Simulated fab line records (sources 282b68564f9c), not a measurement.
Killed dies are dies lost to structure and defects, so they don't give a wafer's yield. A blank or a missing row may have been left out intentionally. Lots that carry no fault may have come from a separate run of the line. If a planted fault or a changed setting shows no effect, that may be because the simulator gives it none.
Which of the tools did it?	flow ritCmos	14 lots, 42 wafers sampled, at 3 steps of a route of 202

## WHAT THE GAUGES SHOWED, per wafer
RIT_PWELL_TW_MEAS_10. Usual: PWELL_TW 946, standard deviation 12.
lot	measured	on	PWELL_TW	flag
L850	day 1 23:05	filmMetro-04	958 953 953	
L851	day 2 05:10	filmMetro-01	929 931 928	
L852	day 2 12:42	filmMetro-02	950 954 949	
L853	day 2 16:48	filmMetro-04	950 955 953	
L854	day 2 23:57	filmMetro-02	949 958 954	
L856	day 3 06:05	filmMetro-04	954 950 954	
L857	day 3 11:02	filmMetro-04	957 959 962	
L858	day 3 20:49	filmMetro-02	961 961 956	
L859	day 4 00:53	filmMetro-01	930 935 931	
L860	day 4 01:54	filmMetro-01	929 927 929	
L868	day 5 18:47	filmMetro-02	1066 1063 1058 1065 1060 1067	OFF
L869	day 5 22:16	filmMetro-01	1039 1036 1041 1039 1041 1038	OFF
L870	day 6 04:07	filmMetro-02	952 947 949	
L872	day 6 17:07	filmMetro-04	958 959 952	

RIT_WELLDRIVE_RS_MEAS_02: measures by four-point-probe. Usual: PWELL_RS 429.3 ohm/sq, standard deviation 1.2.
lot	measured	on	PWELL_RS (ohm/sq)	flag
L850	day 2 04:32	filmMetro-01	428.1 428.0 430.0	
L851	day 2 11:23	filmMetro-01	430.5 430.1 429.4	
L852	day 2 18:01	filmMetro-01	430.2 427.2 429.5	
L853	day 2 23:18	filmMetro-04	430.0 429.2 427.7	
L854	day 3 05:23	filmMetro-04	428.5 427.8 429.2	
L856	day 3 12:58	filmMetro-04	428.2 430.1 429.9	
L857	day 3 18:07	filmMetro-02	428.6 428.8 429.1	
L858	day 4 02:08	filmMetro-02	426.3 426.2 428.3	
L859	day 4 07:46	filmMetro-01	429.3 428.9 431.7	
L860	day 4 07:47	filmMetro-04	431.0 428.9 430.9	
L868	day 6 05:07	filmMetro-04	345.1 345.7 345.8 345.6 346.5 346.3	OFF
L869	day 6 12:42	filmMetro-01	345.5 345.5 346.8 346.3 346.6 346.2	OFF
L870	day 6 11:03	filmMetro-01	428.5 427.9 427.8	
L872	day 6 23:11	filmMetro-02	427.7 428.7 428.1	

## WHICH TOOL RAN EACH LOT (tool, then ch and the chambers of the sampled wafers, then the start)
lot	RIT_PWELL_IMPLANT_08
L850	implanter-02 ch 0, day 1 22:48
L851	implanter-02 ch 0, day 2 04:52
L852	implanter-03 ch 0, day 2 12:23
L853	implanter-02 ch 0, day 2 16:29
L854	implanter-03 ch 0, day 2 23:40
L856	implanter-04 ch 0, day 3 05:46
L857	implanter-04 ch 0, day 3 10:44
L858	implanter-04 ch 0, day 3 20:31
L859	implanter-02 ch 0, day 4 00:34
L860	implanter-03 ch 0, day 4 01:35
L868	implanter-04 ch 0, day 5 18:28
L869	implanter-04 ch 0, day 5 21:58
L870	implanter-03 ch 0, day 6 03:47
L872	implanter-02 ch 0, day 6 16:47
- RIT_PWELL_IMPLANT_08

## WHAT THE TOOLS THEMSELVES READ (means of the sampled wafers that have a number; where no wafer has one, the mark that the record gives instead)
RIT_PWELL_IMPLANT_08. Usual: doseIonsCm2 7e+13, standard deviation 6.7e+10; endStationPressureTorr 5.17e-06 Torr, standard deviation 2.9e-07; faradayCurrentUA 222, standard deviation 4.5.
lot	tool	doseIonsCm2	endStationPressureTorr (Torr)	faradayCurrentUA	flag
L850	implanter-02	7e+13	4.84e-06	224	
L851	implanter-02	7e+13	4.97e-06	219	
L852	implanter-03	7e+13	5.19e-06	225	
L853	implanter-02	7e+13	5.07e-06	219	
L854	implanter-03	7e+13	5.60e-06	225	
L856	implanter-04	7e+13	5.12e-06	218	
L857	implanter-04	7e+13	5.03e-06	225	
L858	implanter-04	7e+13	5.20e-06	223	
L859	implanter-02	7e+13	5.19e-06	223	
L860	implanter-03	7e+13	5.46e-06	220	
L868	implanter-04	1e+14	5.25e-06	313	OFF
L869	implanter-04	1e+14	5.41e-06	315	OFF
L870	implanter-03	7e+13	5.16e-06	218	
L872	implanter-02	7e+13	5.29e-06	222	

## THE ANSWER, worked out from the rows above alone
Rule: a lot is off if the mean of its wafers that have a number lies more than 3 standard deviations from the usual mean. A lot without any number at a reading at which 4 lots or more have one is off too. Where the step has rows for the other lots, those lots are counted as sound. The gauges are gone through in route order, then the tools' own readings, and for those a lot's mean is taken as printed above. At the first step where some lot is off, the reading lying furthest off is the one used; lots without a number count as furthest.
Off: L868, L869, seen at RIT_PWELL_TW_MEAS_10 (PWELL_TW).
A tool fits if, at a process step before that reading, it ran every lot that is off, and no sound lot after the first of them. The gauges at RIT_PWELL_TW_MEAS_10 aren't tried: what is off there is off at RIT_PWELL_IMPLANT_08 too, on other tools, and a gauge's error can't cause that. One candidate fits, namely implanter-04 at RIT_PWELL_IMPLANT_08. A fault onset in the window from L858 (day 3 20:31, its last sound lot) to L868 (day 5 18:28, its first lot off) fits.
The tool's own readings at RIT_PWELL_IMPLANT_08 bear it out: on the lots that are off they differ by more than 5 times the standard deviation of the sound lots' means. doseIonsCm2 reads 1e+14 there against 7e+13 on the sound lots; faradayCurrentUA reads 314 there against 222 on the sound lots.

## WHAT WAS PUT IN BY THE SIMULATOR
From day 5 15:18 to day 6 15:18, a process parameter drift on implanter-04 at RIT_PWELL_IMPLANT_08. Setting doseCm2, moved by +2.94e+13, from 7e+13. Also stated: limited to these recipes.
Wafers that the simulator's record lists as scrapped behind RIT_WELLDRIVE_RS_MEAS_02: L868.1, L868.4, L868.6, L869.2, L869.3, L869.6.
Lots struck among those shown: L868, L869. The rule given above showed the same thing.
